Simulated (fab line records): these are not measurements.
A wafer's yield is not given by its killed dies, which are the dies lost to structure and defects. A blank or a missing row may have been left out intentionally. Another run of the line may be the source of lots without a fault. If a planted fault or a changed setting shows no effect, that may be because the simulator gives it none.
Which tool is to blame? ; flow berkeley-cmos170 ; Sampling: 14 lots, 42 wafers, 6 of 331 route steps

== WHAT EACH GAUGE READ, for each wafer ==
UCB170_ACTIVE_THK_MEAS_06.
lot;measured;on;ACTIVE_NITRIDE_THK (nm)
L303;day 5 05:39;film-metro-02;223.4 223.8 224.4
L304;day 5 05:40;film-metro-04;220.3 220.6 220.3
L306;day 5 09:39;film-metro-01;221.8 222.7 220.7
L305;day 5 09:41;film-metro-02;220.9 219.3 220.0
L311;day 6 05:07;film-metro-02;222.4 220.0 219.8
L313;day 6 10:11;film-metro-04;224.6 222.3 222.8
L316;day 6 19:55;film-metro-04;220.5 218.3 220.6
L318;day 6 19:58;film-metro-02;220.4 219.7 220.8
L320;day 7 02:24;film-metro-04;220.8 219.0 219.7
L319;day 7 02:25;film-metro-02;220.4 218.2 221.2
L321;day 7 15:35;film-metro-01;222.7 223.0 222.6
L323;day 8 03:01;film-metro-04;217.7 217.1 218.7
L324;day 8 13:23;film-metro-01;222.2 221.2 222.2
L326;day 9 05:55;film-metro-02;217.0 216.2 213.6

UCB170_GATE_THK_MEAS_02.
lot;measured;on;GATE_OXIDE_THK (nm)
L303;day 6 16:20;film-metro-03;6.75 6.68 6.66
L304;day 6 16:17;film-metro-02;6.68 6.75 6.49
L306;day 6 16:19;film-metro-04;6.70 6.56 6.65
L305;day 6 16:13;film-metro-02;6.90 6.93 6.92
L311;day 7 22:58;film-metro-04;6.54 6.31 6.41
L313;day 7 23:01;film-metro-02;6.41 6.41 6.33
L316;day 8 17:38;film-metro-03;6.76 6.65 6.64
L318;day 8 17:38;film-metro-04;6.51 6.82 6.66
L320;day 9 09:04;film-metro-04;6.82 6.69 6.66
L319;day 9 09:05;film-metro-03;6.95 6.97 6.86
L321;day 9 15:43;film-metro-04;6.55 6.45 6.60
L323;day 10 05:29;film-metro-02;6.66 6.61 6.70
L324;day 10 05:32;film-metro-04;6.55 6.60 6.49
L326;day 11 01:48;film-metro-02;6.58 6.50 6.61

UCB170_M1_THK_MEAS_02: measures by xrf.
lot;measured;on;M1_AL_THK (nm)
L303;day 8 12:31;film-metro-02;599 599 596
L304;day 8 09:17;film-metro-01;626 620 624
L306;day 8 09:27;film-metro-02;611 603 611
L305;day 8 08:32;film-metro-01;620 622 621
L311;day 9 17:57;film-metro-01;609 605 605
L313;day 9 19:08;film-metro-02;619 612 601
L316;day 10 09:37;film-metro-01;617 615 611
L318;day 10 07:38;film-metro-01;621 619 618
L320;day 10 14:25;film-metro-02;617 614 613
L319;day 10 17:31;film-metro-01;623 615 622
L321;day 11 01:34;film-metro-04;601 608 612
L323;day 11 14:23;film-metro-04;607 607 606
L324;day 11 14:08;film-metro-01;618 627 620
L326;day 12 06:53;film-metro-04;608 601 610

UCB170_V2_CD_MEAS_90: the cd target is 700 nm.
lot;measured;on;cd-nm (nm)
L303;day 9 12:17;cd-sem-01;699.9 699.1 699.2
L304;day 9 01:08;cd-sem-02;700.2 700.4 698.9
L306;day 9 01:44;cd-sem-02;698.8 698.4 700.1
L305;day 8 23:23;cd-sem-01;698.7 699.8 700.0
L311;day 10 11:01;cd-sem-01;700.2 699.8 699.9
L313;day 10 13:48;cd-sem-02;701.3 701.1 696.7 701.1 701.1 696.6
L316;day 11 03:21;cd-sem-02;701.4 694.8 700.6 701.3 694.7 700.6
L318;day 11 00:22;cd-sem-02;700.3 700.9 700.1
L320;day 11 06:14;cd-sem-02;699.6 701.1 701.1
L319;day 11 09:59;cd-sem-01;698.3 699.0 700.3
L321;day 11 17:29;cd-sem-01;700.0 701.1 699.5
L323;day 12 04:20;cd-sem-01;701.3 700.8 702.4
L324;day 12 03:35;cd-sem-01;701.1 697.9 700.2
L326;day 12 18:50;cd-sem-01;698.8 700.3 700.4

== TOOL THAT RAN EACH LOT (tool first, then ch and the chambers of the sampled wafers, then the start) ==
lot;UCB170_V2_ETCH_14;UCB170_V2_STRIP_15
L303;rie-diel-03 ch 1,2,3, day 9 11:55;plasma-asher-02 ch 1, day 9 12:06
L304;rie-diel-01 ch 0,2,3, day 9 00:49;plasma-asher-02 ch 0,1, day 9 01:02
L306;rie-diel-03 ch 1,2,3, day 9 01:22;plasma-asher-04 ch 0,1, day 9 01:33
L305;rie-diel-03 ch 1,2, day 8 23:06;plasma-asher-04 ch 0,1, day 8 23:17
L311;rie-diel-01 ch 0,2,3, day 10 10:44;plasma-asher-02 ch 0,1, day 10 10:55
L313;rie-diel-03 ch 0,1,3, day 10 13:29;plasma-asher-02 ch 0,1, day 10 13:41
L316;rie-diel-03 ch 1,2,3, day 11 03:04;plasma-asher-04 ch 1, day 11 03:14
L318;rie-diel-04 ch 1,2, day 11 00:04;plasma-asher-01 ch 0,1, day 11 00:14
L320;rie-diel-01 ch 0,1,2, day 11 05:58;plasma-asher-04 ch 0,1, day 11 06:08
L319;rie-diel-04 ch 0,1,2, day 11 09:42;plasma-asher-04 ch 0,1, day 11 09:52
L321;rie-diel-01 ch 0,1,3, day 11 17:11;plasma-asher-02 ch 0,1, day 11 17:22
L323;rie-diel-04 ch 0,1,3, day 12 04:02;plasma-asher-04 ch 0, day 12 04:13
L324;rie-diel-01 ch 0,2,3, day 12 03:18;plasma-asher-04 ch 0,1, day 12 03:29
L326;rie-diel-01 ch 1,3, day 12 18:32;plasma-asher-01 ch 0,1, day 12 18:43
- UCB170_V2_ETCH_14: etches SiO2 in CHF3/CF4/Ar, stops on Al, target depth 1250 nm, time 291 s.
- UCB170_V2_STRIP_15: strips in O2.

== AS READ BY THE TOOLS THEMSELVES (means over the sampled wafers that have a number; for cases with no such wafer, the mark the record gives instead) ==
UCB170_V2_ETCH_14.
lot;tool;CHF3_flow_sccm (sccm);drypump-motor-current-A (A);oes-product-au (a.u.);rf-fwd-power-W (W);throttle-valve-pct (%)
L303;rie-diel-03;44.99;6.0;0.874;697.0;6.98
L304;rie-diel-01;45.00;5.5;0.878;697.2;6.85
L306;rie-diel-03;45.01;6.1;0.871;697.4;6.98
L305;rie-diel-03;44.78;6.1;0.884;697.1;6.90
L311;rie-diel-01;44.96;5.5;0.880;696.5;6.85
L313;rie-diel-03;44.95;5.9;0.859;603.6;6.96
L316;rie-diel-03;45.04;6.0;0.864;604.4;6.98
L318;rie-diel-04;45.06;6.1;0.871;699.5;7.10
L320;rie-diel-01;45.04;5.6;0.878;698.1;6.85
L319;rie-diel-04;45.05;5.8;0.880;697.4;7.06
L321;rie-diel-01;45.07;5.5;0.875;698.4;6.82
L323;rie-diel-04;44.99;6.0;0.870;697.5;7.12
L324;rie-diel-01;44.97;5.5;0.889;698.3;6.86
L326;rie-diel-01;45.01;5.5;0.877;696.2;6.81

UCB170_V2_STRIP_15.
lot;tool;drypump-motor-current-A (A);oes-product-au (a.u.);strip-time-to-endpoint-s (s)
L303;plasma-asher-02;5.8;0.719;15.29
L304;plasma-asher-02;6.0;0.716;15.26
L306;plasma-asher-04;6.5;0.720;15.38
L305;plasma-asher-04;6.5;0.717;15.34
L311;plasma-asher-02;5.8;0.725;15.30
L313;plasma-asher-02;6.0;0.721;15.56
L316;plasma-asher-04;6.5;0.721;15.81
L318;plasma-asher-01;6.2;0.718;15.30
L320;plasma-asher-04;6.5;0.722;15.24
L319;plasma-asher-04;6.5;0.720;15.30
L321;plasma-asher-02;6.0;0.724;15.38
L323;plasma-asher-04;6.3;0.720;15.35
L324;plasma-asher-04;6.4;0.720;15.39
L326;plasma-asher-01;5.9;0.716;15.12

== THE ANSWER, worked out from the rows above alone ==
Rule: what is usual is taken from the lots themselves. Put in order of their means at a reading, lots are off if they are a third of the lots or fewer, leave a main group of 4 or more, and stand apart from it by a gap of 3 or more times the standard deviation of the main group's means; of several such gaps the widest counts. A main group whose means are all the same, to the digits that the tables above print for the reading, isn't used. A lot without any number at a reading at which 4 lots or more have one is off too. Where the step has rows for the other lots, those lots are counted as sound. First the gauges in route order, then the tools' own readings, where a lot's mean is used as printed above. The first step at which some lot is off is used, and at that step the reading that is off furthest; a lot without a number counts as furthest.
Off, at UCB170_V2_ETCH_14 on rf-fwd-power-W: L313, L316. Mean 697.5 W and standard deviation 0.87 in the main group.
If a tool, at that step or one of the process steps before it, ran each lot that is off and ran no sound lot following the first of them, it fits. One fits: rie-diel-03 at UCB170_V2_ETCH_14. A fault onset in the window from L303 (day 9 11:55, its last sound lot) to L313 (day 10 13:29, its first lot off) fits.
The tool's own readings at UCB170_V2_ETCH_14 bear it out: on the lots that are off they differ by more than 5 times the standard deviation of the sound lots' means. rf-fwd-power-W reads 604.0 W there against 697.5 W on the sound lots.

== WHAT THE SIMULATOR HAD PUT IN ==
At UCB170_V2_ETCH_14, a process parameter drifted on rie-diel-03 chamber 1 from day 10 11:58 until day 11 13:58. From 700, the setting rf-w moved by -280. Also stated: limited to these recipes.
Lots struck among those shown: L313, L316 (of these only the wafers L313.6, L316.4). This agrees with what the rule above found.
